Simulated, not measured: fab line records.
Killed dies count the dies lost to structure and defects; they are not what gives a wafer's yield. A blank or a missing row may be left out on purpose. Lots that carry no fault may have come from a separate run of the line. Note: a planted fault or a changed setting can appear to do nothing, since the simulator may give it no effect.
Which tool did it? ; flow berkeleyCmos170 ; 42 wafers from 14 lots sampled at 3 of the route's 331 steps

## WHAT THE GAUGES READ, wafer by wafer
UCB170_CONTACT_OVL_MEAS_16.
lot;measured;on;CONTACT_OVL (nm)
L310;day 8 02:20;overlay-01;10 7 3
L314;day 8 16:37;overlay-01;9 9 2
L313;day 8 18:52;overlay-02;13 16 4
L315;day 9 10:11;overlay-01;9 3 -4
L317;day 9 11:19;overlay-01;1 6 1
L316;day 9 11:49;overlay-02;7 11 5
L320;day 10 03:16;overlay-02;4 9 9
L319;day 10 04:57;overlay-01;-11 -4 -6
L329;day 12 09:52;overlay-02;-5 6 4
L331;day 12 11:04;overlay-02;-1 -9 -5
L328;day 12 10:49;overlay-02;7 15 8
L330;day 12 10:37;overlay-01;8 15 0
L332;day 12 12:12;overlay-02;7 5 6
L333;day 12 14:17;overlay-01;-2 -6 -3

## EACH LOT AND THE TOOL THAT RAN IT (in order: tool; ch and the chambers of the sampled wafers; start)
lot;UCB170_NSD_PEB_04;UCB170_SDANNEAL_RTA_00
L310;lithoTrack-03 ch 0, day 7 18:01;rtpAnneal-01 ch 0, day 7 21:05
L314;lithoTrack-03 ch 0, day 8 10:08;rtpAnneal-01 ch 0, day 8 11:52
L313;lithoTrack-03 ch 0, day 8 10:53;rtpAnneal-01 ch 0, day 8 12:31
L315;lithoTrack-02 ch 0, day 9 01:31;rtpAnneal-02 ch 0, day 9 05:26
L317;lithoTrack-01 ch 0, day 9 01:46;rtpAnneal-02 ch 0, day 9 05:35
L316;lithoTrack-02 ch 0, day 9 03:53;rtpAnneal-02 ch 0, day 9 06:10
L320;lithoTrack-03 ch 0, day 9 20:27;rtpAnneal-02 ch 0, day 9 22:15
L319;lithoTrack-01 ch 0, day 9 20:58;rtpAnneal-02 ch 0, day 9 22:41
L329;lithoTrack-03 ch 0, day 11 23:56;rtpAnneal-01 ch 0, day 12 04:11
L331;lithoTrack-01 ch 0, day 12 00:23;rtpAnneal-02 ch 0, day 12 04:43
L328;lithoTrack-02 ch 0, day 12 00:40;rtpAnneal-01 ch 0, day 12 04:33
L330;lithoTrack-03 ch 0, day 12 00:49;rtpAnneal-02 ch 0, day 12 04:33
L332;lithoTrack-03 ch 0, day 12 05:07;rtpAnneal-01 ch 0, day 12 06:56
L333;lithoTrack-03 ch 0, day 12 06:14;rtpAnneal-01 ch 0, day 12 07:55
- UCB170_NSD_PEB_04
- UCB170_SDANNEAL_RTA_00: time 10 s.

## WHAT THE TOOLS THEMSELVES READ (means of the sampled wafers that have a number; where no wafer has one, the mark that the record gives instead)
UCB170_NSD_PEB_04.
lot;tool;plateSensorTCentreC (C);plateSensorTEdgeC (C)
L310;lithoTrack-03;131.40;131.54
L314;lithoTrack-03;131.41;131.53
L313;lithoTrack-03;131.41;131.53
L315;lithoTrack-02;131.42;131.53
L317;lithoTrack-01;131.41;131.54
L316;lithoTrack-02;131.41;131.53
L320;lithoTrack-03;131.41;131.54
L319;lithoTrack-01;131.42;131.54
L329;lithoTrack-03;131.40;131.54
L331;lithoTrack-01;131.41;131.53
L328;lithoTrack-02;131.41;131.53
L330;lithoTrack-03;131.40;131.53
L332;lithoTrack-03;131.41;131.53
L333;lithoTrack-03;131.41;131.53

UCB170_SDANNEAL_RTA_00.
lot;tool;annealTempCMax;lampPowerPct (%);wafer_temp_C_max
L310;rtpAnneal-01;904.2;22.6;903.2
L314;rtpAnneal-01;904.8;22.7;902.7
L313;rtpAnneal-01;904.4;22.7;903.6
L315;rtpAnneal-02;903.5;26.0;903.1
L317;rtpAnneal-02;904.2;26.0;902.9
L316;rtpAnneal-02;903.5;26.0;903.1
L320;rtpAnneal-02;903.3;26.0;902.4
L319;rtpAnneal-02;903.5;26.0;902.3
L329;rtpAnneal-01;903.8;22.6;903.4
L331;rtpAnneal-02;904.1;26.0;902.7
L328;rtpAnneal-01;903.8;22.7;902.9
L330;rtpAnneal-02;903.7;26.0;902.9
L332;rtpAnneal-01;904.4;22.7;903.4
L333;rtpAnneal-01;904.8;22.6;903.4

## THE ANSWER, worked out from the rows above alone
Rule: usual is defined by the lots themselves. Put in order of their means at a reading, lots are off if they are a third of the lots or fewer, leave a main group of 4 or more, and stand apart from it by a gap of 3 or more times the standard deviation of the main group's means; of several such gaps the widest counts. A main group is skipped when, at the precision printed for the reading in the tables above, its means are all equal. Also off: a lot with no number at a reading for which 4 or more lots have one. All remaining lots with rows at the step are treated as sound. First the gauges in route order, then the tools' own readings, where a lot's mean is used as printed above. At the first step where some lot is off, the reading lying furthest off is the one used; lots without a number count as furthest.
Nothing can be told from this: no lot is off at any reading shown.

## WHAT HAD BEEN PUT IN BY THE SIMULATOR
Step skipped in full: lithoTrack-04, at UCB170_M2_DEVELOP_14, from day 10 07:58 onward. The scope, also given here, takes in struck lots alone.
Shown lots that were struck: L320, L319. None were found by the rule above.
